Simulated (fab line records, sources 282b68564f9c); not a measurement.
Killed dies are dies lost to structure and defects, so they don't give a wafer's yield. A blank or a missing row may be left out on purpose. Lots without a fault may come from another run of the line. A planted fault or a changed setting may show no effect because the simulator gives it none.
A struck lot beside a sound one | flow rit_cmos | 20 steps out of a route of 202
Sound: wafers L113.1, L113.3, L113.4. Struck: wafers L128.3, L128.4, L128.5. The cause comes at the end.
At each step with rows: each side's tool, then ch and its chambers, then its first start. Under that, the readings that differ: sound wafers | struck wafers | difference of the means | sigmas: that difference in standard deviations of wafers without a fault.
alike: readings whose means differ by less than 2 such deviations, and words and numbers that are the same on both sides. not compared: withheld readings, readings that some wafer has no value for, bounds like >300 that may hide the same value, and numbers for which the record gives no deviation and whose values overlap.
The two part at a step that has a row with sigmas, a row that says differs or no value, or rows on one side only. Numbers that don't overlap but have no deviation are shown without sigmas and don't part them. A reading that every wafer of one side lacks parts them only if that side has two wafers or more.

first, 2 steps without rows for these wafers: RIT_NWELL_HARDBAKE_07 (time 120 s); RIT_NWELL_IMPLANT_08.
RIT_NWELL_STRIP_09: strips in O2, time 180 s.
  sound on plasma_asher-02 ch 0,1, day 1 22:12; struck on plasma_asher-04 ch 0,1, day 5 03:05
  alike: drypump_motor_current_A, o2_flow_sccm
  not compared: rf_hours_counter_h
RIT_NWELL_TW_MEAS_10:
  sound on film_metro-04, day 1 22:23; struck on film_metro-01, day 5 03:13
  reading  | sound          | struck         | difference | sigmas
  NWELL_TW | 2153 2154 2149 | 2180 2182 2179 | +28        | +3
then, 6 steps without rows for these wafers: RIT_PWELL_HMDS_00 (prime time 60 s); RIT_PWELL_COAT_01 (resist thk 1300 nm); RIT_PWELL_SOFTBAKE_02 (time 60 s); RIT_PWELL_EXPOSE_03 (exposes mask M3, target cd 43700 nm); RIT_PWELL_PEB_04; RIT_PWELL_DEVELOP_05 (develop time 68 s).
RIT_PWELL_OVL_MEAS_06:
  sound on overlay-02, day 1 23:19; struck on overlay-02, day 5 04:16
  alike: PWELL_OVL
then, 1 step without rows for these wafers: RIT_PWELL_HARDBAKE_07 (time 120 s).
RIT_PWELL_IMPLANT_08:
  sound on implanter-02 ch 0, day 1 23:37; struck on implanter-04 ch 0, day 5 04:41
  reading            | sound                         | struck                        | difference | sigmas
  dose_ions_cm2      | 7.009e+13 7.003e+13 6.998e+13 | 5.533e+13 5.534e+13 5.531e+13 | -1.471e+13 | -99 or more
  faraday_current_uA | 225 226 222                   | 174 175 176                   | -49        | -11
RIT_PWELL_STRIP_09: strips in O2, time 180 s.
  sound on plasma_asher-04 ch 0,1, day 1 23:46; struck on plasma_asher-04 ch 0,1, day 5 04:51
  alike: drypump_motor_current_A, o2_flow_sccm
  not compared: rf_hours_counter_h
RIT_PWELL_TW_MEAS_10:
  sound on film_metro-04, day 1 23:56; struck on film_metro-02, day 5 04:59
  reading  | sound       | struck      | difference | sigmas
  PWELL_TW | 959 952 954 | 884 884 886 | -70        | -14
then, 1 step without rows for these wafers: RIT_WELLDRIVE_ANNEAL_00 (time 14700 s).
RIT_WELLDRIVE_RS_MEAS_01: measures by four-point-probe.
  sound on film_metro-02, day 2 06:51; struck on film_metro-04, day 5 10:09
  alike: NWELL_RS
RIT_WELLDRIVE_RS_MEAS_02: measures by four-point-probe.
  sound on film_metro-02, day 2 06:58; struck on film_metro-04, day 5 10:16
  reading           | sound             | struck            | difference | sigmas
  PWELL_RS (ohm/sq) | 429.3 427.9 427.0 | 500.3 499.6 501.5 | +72.4      | +66
then, 1 step without rows for these wafers: RIT_NRETRO_HMDS_00 (prime time 60 s).
RIT_M1_PROBE_99:
  sound on prober-01, day 3 19:48; struck on prober-01, day 6 18:11
  reading                             | sound             | struck            | difference | sigmas
  model.etest.nmos_0p3.r_on_ohm_um    | 2203 2192 2224    | 2020 2036 2066    | -166       |
  model.etest.pwell_pinched.rs_ohm_sq | 467 462.9 462     | 545.3 542.7 543   | +79.7      |
  model.etest.pwell.rs_ohm_sq         | 416.9 413 409.4   | 489.6 484.8 480.4 | +71.8      |
  model.etest.nmos_0p15.r_on_ohm_um   | 1161 1159 1172    | 1073 1089 1100    | -77        |
  model.etest.nmos_turned.drive_ua_um | 317.7 315.5 313.4 | 386.4 374.4 377.6 | +63.9      |
  model.etest.nmos_0p15.drive_ua_um   | 468.8 453.6 455.5 | 520.8 507.5 503.8 | +51.4      |
  model.etest.nmos_narrow.drive_ua_um | 215.7 212.2 211.9 | 253.7 244.9 243.3 | +34.0      |
  model.etest.nmos_0p3.drive_ua_um    | 223.6 218.7 215.3 | 254.2 247.2 246   | +29.9      |
  alike: killed_at_contacts, killed_at_front_end, killed_dies, killed_open, killed_short

WHERE THEY PART
First at RIT_NWELL_TW_MEAS_10; last, within this record, at RIT_WELLDRIVE_RS_MEAS_02. Later steps at which nothing parts them and some readings are alike: RIT_M1_PROBE_99.

WHY: what the simulator had put in
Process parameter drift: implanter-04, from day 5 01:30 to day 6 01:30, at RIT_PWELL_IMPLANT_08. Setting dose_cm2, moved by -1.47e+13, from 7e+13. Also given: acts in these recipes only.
